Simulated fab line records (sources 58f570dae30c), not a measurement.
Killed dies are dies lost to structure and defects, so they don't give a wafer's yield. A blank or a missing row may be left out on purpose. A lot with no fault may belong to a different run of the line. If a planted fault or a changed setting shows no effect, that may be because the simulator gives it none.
fab line records -- flow berkeleyCmos170 -- part 2 of 2: steps 27 to 36 of 36
[record] lots = 5, wafers = 15, lastDay = 12
route steps=331 shown NLDD@158 SPACER@171 PSD@175 NSD@187
lots that met no fault: from a run of the same line without faults
startH: the number of hours between the record's first day and the start of the first shown wafer of the lot -- waitH: hours from the lot's prior step to this one -- " the same as in the row above -- L1.1+2: several wafers, shown together as one row -- - either no value or no given start -- * or withheld: withheld -- < > ~ a bound
route shown NAME@n: NAME is a module with steps in the file, n the number in the route of the first one -- usual: average and standard deviation across the fault-free wafers -- same: alike in all rows -- chamber/n: place in a boat -- sites: readings site by site -- _std_site: their standard deviation -- _edge_site: inner sites' mean taken away from outer sites' mean -- radiusMm: how far each site lies from the wafer's centre -- mask NAME#n: copy n -- behind: tool/chamber where the wafer was last shaped -- hold: what put the lot on hold/how long, in hours/how the hold closed -- device: whichever transistor did not switch (one of n, p or np) -- end of line: tests run on the same wafers once the route is complete -- a step given without rows: its recipe and nothing more -- killed: at the first sort, the dies lost to defects and structure; wafer yield is something else -- map: a wafer's dies, marking killed ones x, the rest . and places with no die _
set.NAME: the setting as run; set.NAME@STEP: as run at that earlier step -- model.NAME: the simulator's own value behind a step, which no gauge read
lots at some steps of the route; a table a step, a row a wafer
services: the hour from which a tool's chamber was out of use, counted from the record's first day as startH (under 0 if before that day), plus the number of hours and why
[[steps]]
[step UCB170_PSD_STRIP_09]
[recipe] chemistry = O2, powerW = 400, pressureMtorr = 3500, platenTempC = withheld, o2FlowSccm = 400, overashFraction = 0.5
[usual] drypumpMotorCurrentA = 5.6/0.41, oesProductAu = 0.600/0.0049, stripTimeToEndpointS = 29.41/0.078
lot.wafer,tool,chamber,startH,waitH,drypumpMotorCurrentA,oesProductAu,rfHoursCounterH,stripTimeToEndpointS
L081.1,plasmaAsher-01,0,167.09,0.1,5.1,0.610,48,29.46
L081.2,plasmaAsher-01,1,167.09,0.1,5.6,0.598,48,29.45
L081.4,plasmaAsher-01,0,167.09,0.1,5.1,0.599,-,29.50
L080.2,plasmaAsher-04,1,167.28,0.1,5.3,0.596,5,29.50
L080.4,plasmaAsher-04,0,167.28,0.1,6.3,0.600,-,29.53
L080.5,plasmaAsher-04,0,167.28,0.1,6.3,0.592,-,29.50
L084.2,plasmaAsher-01,0,184.03,0.1,5.2,0.595,49,29.39
L084.4,plasmaAsher-01,0,184.03,0.1,5.1,0.603,-,29.41
L084.5,plasmaAsher-01,0,184.03,0.1,5.1,0.602,-,29.37
L086.2,plasmaAsher-01,0,204.48,0.1,5.1,0.611,52,29.37
L086.3,plasmaAsher-01,0,204.48,0.1,5.1,0.594,-,29.35
L086.4,plasmaAsher-01,1,204.48,0.1,5.5,0.592,-,29.40
L096.1,plasmaAsher-04,0,247.85,0.1,6.3,0.593,14,29.36
L096.2,plasmaAsher-04,1,247.85,0.1,5.3,0.597,14,29.42
L096.6,plasmaAsher-04,0,247.85,0.1,6.3,0.602,-,29.40
[step UCB170_PSD_TW_MEAS_10]
[usual] PSD_TW = 2349/35
lot.wafer,tool,chamber,startH,waitH,PSD_TW
L081.1,filmMetro-03,-,167.19,0.1,2340
L081.2,filmMetro-03,-,167.19,0.1,2351
L081.4,filmMetro-03,-,167.19,0.1,2355
L080.2,filmMetro-03,-,167.44,0.1,2350
L080.4,filmMetro-03,-,167.44,0.1,2348
L080.5,filmMetro-03,-,167.44,0.1,2334
L084.2,filmMetro-03,-,184.14,0.1,2357
L084.4,filmMetro-03,-,184.14,0.1,2341
L084.5,filmMetro-03,-,184.14,0.1,2343
L086.2,filmMetro-01,-,204.59,0.1,2331
L086.3,filmMetro-01,-,204.59,0.1,2329
L086.4,filmMetro-01,-,204.59,0.1,2318
L096.1,filmMetro-02,-,247.95,0.1,2413
L096.2,filmMetro-02,-,247.95,0.1,2421
L096.6,filmMetro-02,-,247.95,0.1,2421
[step UCB170_PSD_CLEAN_11]
[recipe] chemistry = SPM, tempC = 120, timeS = 600
lot.wafer,tool,chamber,startH,waitH
L081.1+2+4,wetBench-03,2,167.25,0.1
L080.2+4+5,wetBench-03,2,167.49,0.0
L084.2+4+5,wetBench-04,2,184.19,0.0
L086.2+3+4,wetBench-04,3,204.67,0.1
L096.1+2+6,wetBench-04,2,248.01,0.1
[step UCB170_NSD_HMDS_00]
[recipe] primeTimeS = 60, primeTempC = 100
[usual] exhaustPa = 45.3/0.84
lot.wafer,tool,chamber,startH,waitH,exhaustPa
L081.1,lithoTrack-03,0,167.88,0.4,42.9
L081.2,lithoTrack-03,0,167.88,0.4,44.0
L081.4,lithoTrack-03,0,167.88,0.4,44.2
L080.2,lithoTrack-04,0,167.90,0.2,46.3
L080.4,lithoTrack-04,0,167.90,0.2,46.6
L080.5,lithoTrack-04,0,167.90,0.2,46.1
L084.2,lithoTrack-04,0,184.75,0.4,46.4
L084.4,lithoTrack-04,0,184.75,0.4,46.9
L084.5,lithoTrack-04,0,184.75,0.4,46.0
L086.2,lithoTrack-02,0,205.15,0.1,45.4
L086.3,lithoTrack-02,0,205.15,0.1,44.3
L086.4,lithoTrack-02,0,205.15,0.1,44.5
L096.1,lithoTrack-03,0,248.31,0.1,45.2
L096.2,lithoTrack-03,0,248.31,0.1,46.1
L096.6,lithoTrack-03,0,248.31,0.1,44.9
[step UCB170_NSD_COAT_01]
[recipe] resist = KrF, spinRpm = 1500, resistThkNm = 900
[usual] exhaustPa = 44.9/0.8
lot.wafer,tool,chamber,startH,waitH,exhaustPa
L081.1,lithoTrack-03,0,168.03,0.1,44.9
L081.2,lithoTrack-03,0,168.03,0.1,45.3
L081.4,lithoTrack-03,0,168.03,0.1,44.2
L080.2,lithoTrack-04,0,168.05,0.1,44.4
L080.4,lithoTrack-04,0,168.05,0.1,44.7
L080.5,lithoTrack-04,0,168.05,0.1,45.0
L084.2,lithoTrack-04,0,184.90,0.1,45.6
L084.4,lithoTrack-04,0,184.90,0.1,46.0
L084.5,lithoTrack-04,0,184.90,0.1,44.3
L086.2,lithoTrack-02,0,205.30,0.1,46.3
L086.3,lithoTrack-02,0,205.30,0.1,44.8
L086.4,lithoTrack-02,0,205.30,0.1,45.3
L096.1,lithoTrack-03,0,248.46,0.1,44.5
L096.2,lithoTrack-03,0,248.46,0.1,44.7
L096.6,lithoTrack-03,0,248.46,0.1,44.6
[step UCB170_NSD_SOFTBAKE_02]
[recipe] resist = KrF, tempC = 130, timeS = 60
[usual] exhaustPa = 45.0/0.85
lot.wafer,tool,chamber,startH,waitH,exhaustPa
L081.1,lithoTrack-03,0,168.18,0.1,45.0
L081.2,lithoTrack-03,0,168.18,0.1,45.1
L081.4,lithoTrack-03,0,168.18,0.1,45.0
L080.2,lithoTrack-04,0,168.20,0.1,44.2
L080.4,lithoTrack-04,0,168.20,0.1,43.3
L080.5,lithoTrack-04,0,168.20,0.1,43.7
L084.2,lithoTrack-04,0,185.05,0.1,45.2
L084.4,lithoTrack-04,0,185.05,0.1,44.7
L084.5,lithoTrack-04,0,185.05,0.1,44.7
L086.2,lithoTrack-02,0,205.45,0.1,46.5
L086.3,lithoTrack-02,0,205.45,0.1,44.8
L086.4,lithoTrack-02,0,205.45,0.1,45.1
L096.1,lithoTrack-03,0,248.61,0.1,44.9
L096.2,lithoTrack-03,0,248.61,0.1,45.8
L096.6,lithoTrack-03,0,248.61,0.1,45.3
[step UCB170_NSD_EXPOSE_03]
[recipe] maskId = NSELECT_MOD, na = 0.5, sigmaOuter = 0.6, sourceShape = conventional, targetCdNm = 1200, doseMj = 30
[usual] exposureDoseMJCm2 = 30.14/0.14
lot.wafer,tool,chamber,startH,waitH,mask,exposureDoseMJCm2
L081.1,krfScanner-01,0,168.47,0.3,NSELECT_MOD#0,30.26
L081.2,krfScanner-01,0,168.47,0.3,NSELECT_MOD#0,30.21
L081.4,krfScanner-01,0,168.47,0.3,NSELECT_MOD#0,30.25
L080.2,krfScanner-01,0,168.60,0.4,NSELECT_MOD#0,30.23
L080.4,krfScanner-01,0,168.60,0.4,NSELECT_MOD#0,30.27
L080.5,krfScanner-01,0,168.60,0.4,NSELECT_MOD#0,30.28
L084.2,krfScanner-02,0,185.19,0.1,NSELECT_MOD#0,30.01
L084.4,krfScanner-02,0,185.19,0.1,NSELECT_MOD#0,30.03
L084.5,krfScanner-02,0,185.19,0.1,NSELECT_MOD#0,30.01
L086.2,krfScanner-02,0,205.77,0.3,NSELECT_MOD#0,30.01
L086.3,krfScanner-02,0,205.77,0.3,NSELECT_MOD#0,29.99
L086.4,krfScanner-02,0,205.77,0.3,NSELECT_MOD#0,29.92
L096.1,krfScanner-02,0,248.76,0.1,NSELECT_MOD#0,30.00
L096.2,krfScanner-02,0,248.76,0.1,NSELECT_MOD#0,30.07
L096.6,krfScanner-02,0,248.76,0.1,NSELECT_MOD#0,30.02
[step UCB170_NSD_PEB_04]
[recipe] pebTempC = 130, pebTimeS = withheld, resist = KrF
[usual] exhaustPa = 45.1/0.95
lot.wafer,tool,chamber,startH,waitH,exhaustPa
L081.1,lithoTrack-03,0,169.05,0.6,44.9
L081.2,lithoTrack-03,0,169.05,0.6,45.6
L081.4,lithoTrack-03,0,169.05,0.6,45.0
L080.2,lithoTrack-02,0,169.08,0.5,43.9
L080.4,lithoTrack-02,0,169.08,0.5,44.8
L080.5,lithoTrack-02,0,169.08,0.5,44.7
L084.2,lithoTrack-03,0,185.31,0.1,44.3
L084.4,lithoTrack-03,0,185.31,0.1,45.0
L084.5,lithoTrack-03,0,185.31,0.1,45.6
L086.2,lithoTrack-02,0,205.89,0.1,46.0
L086.3,lithoTrack-02,0,205.89,0.1,45.1
L086.4,lithoTrack-02,0,205.89,0.1,46.3
L096.1,lithoTrack-04,0,249.16,0.4,45.6
L096.2,lithoTrack-04,0,249.16,0.4,47.2
L096.6,lithoTrack-04,0,249.16,0.4,47.1
[step UCB170_NSD_DEVELOP_05]
[recipe] developer = TMAH, developTimeS = 45, resist = KrF, devTempC = 21
[usual] exhaustPa = 45.0/0.86
lot.wafer,tool,chamber,startH,waitH,exhaustPa
L081.1,lithoTrack-03,0,-,-,44.7
L081.2,lithoTrack-03,0,-,-,45.6
L081.4,lithoTrack-03,0,-,-,44.1
L080.2,lithoTrack-02,0,-,-,46.8
L080.4,lithoTrack-02,0,-,-,44.7
L080.5,lithoTrack-02,0,-,-,45.9
L084.2,lithoTrack-03,0,-,-,45.7
L084.4,lithoTrack-03,0,-,-,45.5
L084.5,lithoTrack-03,0,-,-,44.6
L086.2,lithoTrack-02,0,-,-,45.9
L086.3,lithoTrack-02,0,-,-,44.6
L086.4,lithoTrack-02,0,-,-,43.9
L096.1,lithoTrack-04,0,-,-,45.0
L096.2,lithoTrack-04,0,-,-,44.1
L096.6,lithoTrack-04,0,-,-,44.7
[step UCB170_NSD_CD_MEAS_06]
[recipe] targetCdNm = 1200
[usual] cdNm = 1200.1/1.6
lot.wafer,tool,chamber,startH,waitH,cdNm
L081.1,cdSem-01,-,169.35,-,1201.5
L081.2,cdSem-01,-,169.35,-,1202.4
L081.4,cdSem-01,-,169.35,-,1201.4
L080.2,cdSem-02,-,169.44,-,1201.4
L080.4,cdSem-02,-,169.44,-,1200.5
L080.5,cdSem-02,-,169.44,-,1200.1
L084.2,cdSem-01,-,185.63,-,1201.7
L084.4,cdSem-01,-,185.63,-,1202.1
L084.5,cdSem-01,-,185.63,-,1200.5
L086.2,cdSem-02,-,206.16,-,1196.5
L086.3,cdSem-02,-,206.16,-,1198.6
L086.4,cdSem-02,-,206.16,-,1197.3
L096.1,cdSem-02,-,249.44,-,1200.0
L096.2,cdSem-02,-,249.44,-,1198.9
L096.6,cdSem-02,-,249.44,-,1199.1
[[services]]
tool,chamber,startH,hours,kind
pecvd-02,-,135.50,14.0,pm
pecvd-02,-,136.08,0.7,repair
krfScanner-02,-,138.36,1.0,pm
rieDiel-03,2,140.15,7.9,repair
pecvd-03,-,147.91,1.8,repair
krfScanner-01,-,159.99,4.0,pm
implanter-01,-,165.18,26.3,pm
krfScanner-02,-,167.63,0.8,pm
furnace-02,-,170.95,4.0,pm
krfScanner-02,-,176.70,0.6,repair
krfScanner-02,-,178.46,2.4,repair
krfScanner-02,-,187.03,1.9,repair
pecvd-03,1,195.57,27.0,repair
pecvd-02,2,197.45,14.0,repair
implanter-03,-,200.97,3.1,repair
rieDiel-03,2,201.84,4.0,repair
rieDiel-04,1,203.93,10.9,repair
krfScanner-01,-,204.52,1.3,pm
pecvd-03,1,223.71,23.0,repair
krfScanner-01,-,231.27,1.0,pm
implanter-03,-,232.48,2.5,repair
krfScanner-02,-,238.22,1.3,pm
furnace-02,-,246.14,21.8,pm
plasmaAsher-01,-,248.32,14.6,pm
